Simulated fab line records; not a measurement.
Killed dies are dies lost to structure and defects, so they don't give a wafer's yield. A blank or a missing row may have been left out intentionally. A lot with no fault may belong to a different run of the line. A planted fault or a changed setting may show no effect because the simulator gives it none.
Which tool did it? / flow berkeleyCmos170 / 14 lots, 42 wafers sampled, at 4 steps of a route of 331

== WHAT THE GAUGES READ, wafer by wafer ==
UCB170_SDANNEAL_RS_MEAS_03: the measuring method here is four-point-probe.
lot=L127; measured=day 6 07:22; on=filmMetro-04; NSD_RS (ohm/sq)=37.14 37.13 37.15
lot=L128; measured=day 6 10:10; on=filmMetro-04; NSD_RS (ohm/sq)=37.16 37.23 37.14
lot=L131; measured=day 7 07:02; on=filmMetro-03; NSD_RS (ohm/sq)=37.23 37.24 37.30
lot=L129; measured=day 7 07:25; on=filmMetro-04; NSD_RS (ohm/sq)=37.15 37.05 37.16
lot=L135; measured=day 7 14:18; on=filmMetro-04; NSD_RS (ohm/sq)=37.01 37.14 37.07
lot=L136; measured=day 8 13:40; on=filmMetro-02; NSD_RS (ohm/sq)=37.35 37.18 37.19
lot=L137; measured=day 8 13:52; on=filmMetro-03; NSD_RS (ohm/sq)=37.07 37.19 37.20
lot=L139; measured=day 9 04:46; on=filmMetro-04; NSD_RS (ohm/sq)=37.26 37.29 37.20
lot=L142; measured=day 9 12:40; on=filmMetro-04; NSD_RS (ohm/sq)=36.95 37.08 37.08
lot=L144; measured=day 9 18:02; on=filmMetro-03; NSD_RS (ohm/sq)=37.32 37.36 37.28
lot=L143; measured=day 9 18:21; on=filmMetro-02; NSD_RS (ohm/sq)=37.28 37.25 37.14
lot=L146; measured=day 10 11:08; on=filmMetro-02; NSD_RS (ohm/sq)=37.33 37.34 37.37
lot=L145; measured=day 10 17:10; on=filmMetro-04; NSD_RS (ohm/sq)=37.23 37.22 37.20
lot=L147; measured=day 10 17:49; on=filmMetro-02; NSD_RS (ohm/sq)=37.35 37.34 37.22

UCB170_M3_BOW_MEAS_20.
lot=L127; measured=day 7 08:14; on=filmMetro-04; M3_BOW (um)=19 31 34
lot=L128; measured=day 7 10:38; on=filmMetro-03; M3_BOW (um)=38 52 39
lot=L131; measured=day 8 07:29; on=filmMetro-02; M3_BOW (um)=45 40 39
lot=L129; measured=day 8 10:06; on=filmMetro-04; M3_BOW (um)=26 26 22
lot=L135; measured=day 8 13:05; on=filmMetro-04; M3_BOW (um)=27 36 30
lot=L136; measured=day 9 14:17; on=filmMetro-02; M3_BOW (um)=45 33 46
lot=L137; measured=day 9 13:41; on=filmMetro-04; M3_BOW (um)=32 23 35
lot=L139; measured=day 10 04:03; on=filmMetro-04; M3_BOW (um)=32 40 31
lot=L142; measured=day 10 15:10; on=filmMetro-03; M3_BOW (um)=34 33 38
lot=L144; measured=day 10 16:04; on=filmMetro-04; M3_BOW (um)=42 36 48
lot=L143; measured=day 10 19:05; on=filmMetro-02; M3_BOW (um)=33 37 37
lot=L146; measured=day 11 09:20; on=filmMetro-04; M3_BOW (um)=42 35 38
lot=L145; measured=day 11 17:39; on=filmMetro-02; M3_BOW (um)=40 33 33
lot=L147; measured=day 11 18:08; on=filmMetro-04; M3_BOW (um)=31 39 29

== EACH LOT AND THE TOOL THAT RAN IT (in order: tool; ch and the chambers of the sampled wafers; start) ==
lot=L127; UCB170_M3_SPUTTER_01=pvdSputter-02, day 7 05:04; UCB170_M3_COAT_10=lithoTrack-02 ch 0, day 7 06:00
lot=L128; UCB170_M3_SPUTTER_01=pvdSputter-03, day 7 07:16; UCB170_M3_COAT_10=lithoTrack-02 ch 0, day 7 08:00
lot=L131; UCB170_M3_SPUTTER_01=pvdSputter-04, day 8 04:06; UCB170_M3_COAT_10=lithoTrack-02 ch 0, day 8 05:00
lot=L129; UCB170_M3_SPUTTER_01=pvdSputter-02, day 8 06:19; UCB170_M3_COAT_10=lithoTrack-04 ch 0, day 8 08:00
lot=L135; UCB170_M3_SPUTTER_01=pvdSputter-03, day 8 09:50; UCB170_M3_COAT_10=lithoTrack-03 ch 0, day 8 11:00
lot=L136; UCB170_M3_SPUTTER_01=pvdSputter-02, day 9 11:39; UCB170_M3_COAT_10=lithoTrack-02 ch 0, day 9 12:00
lot=L137; UCB170_M3_SPUTTER_01=pvdSputter-03, day 9 10:56; UCB170_M3_COAT_10=lithoTrack-03 ch 0, day 9 12:00
lot=L139; UCB170_M3_SPUTTER_01=pvdSputter-02, day 10 01:08; UCB170_M3_COAT_10=lithoTrack-02 ch 0, day 10 02:00
lot=L142; UCB170_M3_SPUTTER_01=pvdSputter-03, day 10 12:23; UCB170_M3_COAT_10=lithoTrack-03 ch 0, day 10 13:00
lot=L144; UCB170_M3_SPUTTER_01=pvdSputter-04, day 10 13:23; UCB170_M3_COAT_10=lithoTrack-03 ch 0, day 10 14:00
lot=L143; UCB170_M3_SPUTTER_01=pvdSputter-02, day 10 16:26; UCB170_M3_COAT_10=lithoTrack-03 ch 0, day 10 17:00
lot=L146; UCB170_M3_SPUTTER_01=pvdSputter-03, day 11 05:58; UCB170_M3_COAT_10=lithoTrack-03 ch 0, day 11 07:00
lot=L145; UCB170_M3_SPUTTER_01=pvdSputter-03, day 11 15:05; UCB170_M3_COAT_10=lithoTrack-03 ch 0, day 11 16:00
lot=L147; UCB170_M3_SPUTTER_01=pvdSputter-02, day 11 15:29; UCB170_M3_COAT_10=lithoTrack-04 ch 0, day 11 16:00
- UCB170_M3_SPUTTER_01: material Al, target thk 900 nm, time 120 s.
- UCB170_M3_COAT_10: resist thk 900 nm.

== WHAT THE TOOLS THEMSELVES READ (means of the sampled wafers that have a number; where no wafer has one, the mark that the record gives instead) ==
UCB170_M3_SPUTTER_01.
lot=L127; tool=pvdSputter-02; throttleValvePct (%)=29.7
lot=L128; tool=pvdSputter-03; throttleValvePct (%)=29.2
lot=L131; tool=pvdSputter-04; throttleValvePct (%)=30.5
lot=L129; tool=pvdSputter-02; throttleValvePct (%)=29.3
lot=L135; tool=pvdSputter-03; throttleValvePct (%)=29.0
lot=L136; tool=pvdSputter-02; throttleValvePct (%)=29.6
lot=L137; tool=pvdSputter-03; throttleValvePct (%)=29.3
lot=L139; tool=pvdSputter-02; throttleValvePct (%)=29.6
lot=L142; tool=pvdSputter-03; throttleValvePct (%)=29.8
lot=L144; tool=pvdSputter-04; throttleValvePct (%)=30.2
lot=L143; tool=pvdSputter-02; throttleValvePct (%)=29.3
lot=L146; tool=pvdSputter-03; throttleValvePct (%)=28.1
lot=L145; tool=pvdSputter-03; throttleValvePct (%)=29.7
lot=L147; tool=pvdSputter-02; throttleValvePct (%)=29.4

UCB170_M3_COAT_10.
lot=L127; tool=lithoTrack-02; dispensePressureKPa (kPa)=56; spinSpeedRpm (rpm)=1500.1
lot=L128; tool=lithoTrack-02; dispensePressureKPa (kPa)=55; spinSpeedRpm (rpm)=1499.6
lot=L131; tool=lithoTrack-02; dispensePressureKPa (kPa)=56; spinSpeedRpm (rpm)=1499.3
lot=L129; tool=lithoTrack-04; dispensePressureKPa (kPa)=48; spinSpeedRpm (rpm)=1500.4
lot=L135; tool=lithoTrack-03; dispensePressureKPa (kPa)=44; spinSpeedRpm (rpm)=1501.8
lot=L136; tool=lithoTrack-02; dispensePressureKPa (kPa)=55; spinSpeedRpm (rpm)=1446.6
lot=L137; tool=lithoTrack-03; dispensePressureKPa (kPa)=44; spinSpeedRpm (rpm)=1500.8
lot=L139; tool=lithoTrack-02; dispensePressureKPa (kPa)=56; spinSpeedRpm (rpm)=1445.9
lot=L142; tool=lithoTrack-03; dispensePressureKPa (kPa)=44; spinSpeedRpm (rpm)=1499.2
lot=L144; tool=lithoTrack-03; dispensePressureKPa (kPa)=44; spinSpeedRpm (rpm)=1500.1
lot=L143; tool=lithoTrack-03; dispensePressureKPa (kPa)=44; spinSpeedRpm (rpm)=1501.6
lot=L146; tool=lithoTrack-03; dispensePressureKPa (kPa)=44; spinSpeedRpm (rpm)=1499.6
lot=L145; tool=lithoTrack-03; dispensePressureKPa (kPa)=44; spinSpeedRpm (rpm)=1499.3
lot=L147; tool=lithoTrack-04; dispensePressureKPa (kPa)=48; spinSpeedRpm (rpm)=1501.1

== THE ANSWER, worked out from the rows above alone ==
Rule: usual is defined by the lots themselves. The widest of any qualifying gaps counts: lots, ordered by their means at a reading, are off when they make up no more than a third of the lots, leave a main group of 4 or more, and stand apart from it by 3 or more times the standard deviation of that group's means. If all means in a main group match to the digits the tables above print for the reading, that group is not used. Also off: a lot with no number at a reading for which 4 or more lots have one. Where the step has rows for the other lots, those lots are counted as sound. After the gauges, taken in route order, come the tools' own readings; for these a lot's mean is taken, as printed above. At the first step where some lot is off, the reading lying furthest off is the one used; lots without a number count as furthest.
Off at UCB170_M3_COAT_10 (spinSpeedRpm): L136, L139. Main group: mean 1500.2 rpm, sd 0.87.
A tool fits if, at that step or a process step before it, it ran every lot that is off, and no sound lot after the first of them. One fits: UCB170_M3_COAT_10 on lithoTrack-02. A fault onset in the window from L131 (day 8 05:00, its last sound lot) to L136 (day 9 12:00, its first lot off) fits.
On the lots that are off, the tool's own readings at UCB170_M3_COAT_10 differ by more than 5 times the standard deviation of the sound lots' means, which bears it out; spinSpeedRpm reads 1446.2 rpm there versus 1500.2 rpm on the sound lots.

== WHAT WAS PUT IN BY THE SIMULATOR ==
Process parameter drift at UCB170_M3_COAT_10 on lithoTrack-02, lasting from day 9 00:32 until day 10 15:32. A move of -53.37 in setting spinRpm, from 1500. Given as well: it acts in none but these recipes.
Shown lots that were struck: L136, L139. Same finding as the rule above.
